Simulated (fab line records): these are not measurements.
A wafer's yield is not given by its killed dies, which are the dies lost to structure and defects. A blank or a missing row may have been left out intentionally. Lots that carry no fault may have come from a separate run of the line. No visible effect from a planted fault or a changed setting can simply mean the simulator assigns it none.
Code-filled problem report in 8D (eight disciplines) form || flow berkeleyCmos170 || the parts of the form that need people (team, actions taken, sign-off) are left out

## 1. WHAT WENT WRONG
PLDD_TW at UCB170_PLDD_TW_MEAS_11 reads a mean of 954 on 6 wafers of 2 lots; wafers without a fault read 1014 with a standard deviation of 11. Measured from the usual mean, that is -5.5 standard deviations.
Earliest sighting: wafer L665.2 on filmMetro-04 at day 8 16:26. The record has a number at this step for 42 wafers belonging to 14 lots. Rule for "out", or "out of limits": more than 4 standard deviations from the usual mean. The rest of the wafers with a number are treated as sound.

## 2. WHAT IT IS; WHAT IT IS NOT
{"question": "which readings at this step", "is": "PLDD_TW", "is not": "-"}
{"question": "which lots", "is": "L665, L669", "is not": "L660, L661, L664, L667, L670, L671, L674, L675, L677, L679, L681, L682"}
{"question": "which wafers of those lots", "is": "all that have a number", "is not": "-"}
{"question": "read on which gauges", "is": "filmMetro-04", "is not": "filmMetro-01, filmMetro-02"}
{"question": "when", "is": "from day 8 16:26", "is not": "up to then (9 sound wafers); but 27 sound wafers of L667, L670, L671, L674, L675, L677, L679, L681, L682 came after"}

## 3. SUSPECTS, AND WHAT RULES EACH OUT
Counting: a tool at a process step up to the reading stays a suspect if it ran every lot that is out and no sound lot after the first of them.
- ruled out: the gauge at UCB170_PLDD_TW_MEAS_11. All the wafers that are out were read on filmMetro-04, but those of them that UCB170_PLDD_IMPLANT_08 has rows for are out there too, on other tools.
- implanter-01 at UCB170_PLDD_IMPLANT_08: kept. It ran every lot that is out, first L665 (day 8 16:03), and no sound lot after that; its last sound lot up to then is L664 (day 7 23:30). Out on those wafers are its own readings of beamEnergyKeV, beamOnS, faradayCurrentUA.
The count leaves implanter-01 at UCB170_PLDD_IMPLANT_08.

## 4. THE CAUSE (what the simulator had put in)
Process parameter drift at UCB170_PLDD_IMPLANT_08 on implanter-01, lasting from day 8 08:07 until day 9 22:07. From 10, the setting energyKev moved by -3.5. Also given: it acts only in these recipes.
After counting, this tool was the only one left.

## 5. SEQUENCE OF EFFECTS, ordered by route
Each row: a reading whose mean over the struck wafers that have a number lies more than 3 standard deviations from the usual. Only readings for which the record gives a usual standard deviation are gone through. hours: the time from each lot's start at the first step in this table that gives one to its start at this step, as a median over the lots. sigmas: the change in usual standard deviations.
{"hours": 0, "step": "UCB170_PLDD_IMPLANT_08", "reading": "beamEnergyKeV", "usual": 10.000, "on struck wafers": 6.498, "change": -3.502, "sigmas": "-99 or more"}
{"hours": 0, "step": "UCB170_PLDD_IMPLANT_08", "reading": "beamOnS", "usual": "10.02 s", "on struck wafers": 14.77, "change": "+4.75", "sigmas": "+24"}
{"hours": 0, "step": "UCB170_PLDD_IMPLANT_08", "reading": "faradayCurrentUA", "usual": 158, "on struck wafers": 107, "change": -51, "sigmas": -16}
{"hours": 0, "step": "UCB170_PLDD_TW_MEAS_11", "reading": "PLDD_TW", "usual": 1014, "on struck wafers": 954, "change": -60, "sigmas": -5.5}
{"hours": 15, "step": "UCB170_SDANNEAL_RS_MEAS_04", "reading": "PLDD_RS", "usual": "1030.0 ohm/sq", "on struck wafers": 1044.0, "change": "+14.0", "sigmas": "+5.2"}
Here are the process steps it includes:
- UCB170_PLDD_IMPLANT_08

## 6. WHAT WOULD HAVE CAUGHT IT SOONER
The first out-of-limits reading at a measuring or inspecting step in this record came at day 8 16:26, 8 hours after the fault's start at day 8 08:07.
At UCB170_PLDD_IMPLANT_08, the tool's own readings (beamEnergyKeV, beamOnS, faradayCurrentUA) were out on each struck wafer the step has a row for, so an alarm limit on them would have fired on the first such wafer.
Among the 2 lots that are out, L669 began UCB170_PLDD_IMPLANT_08 on implanter-01 after day 8 16:26. Had the tool been put on hold then, it would have been spared.
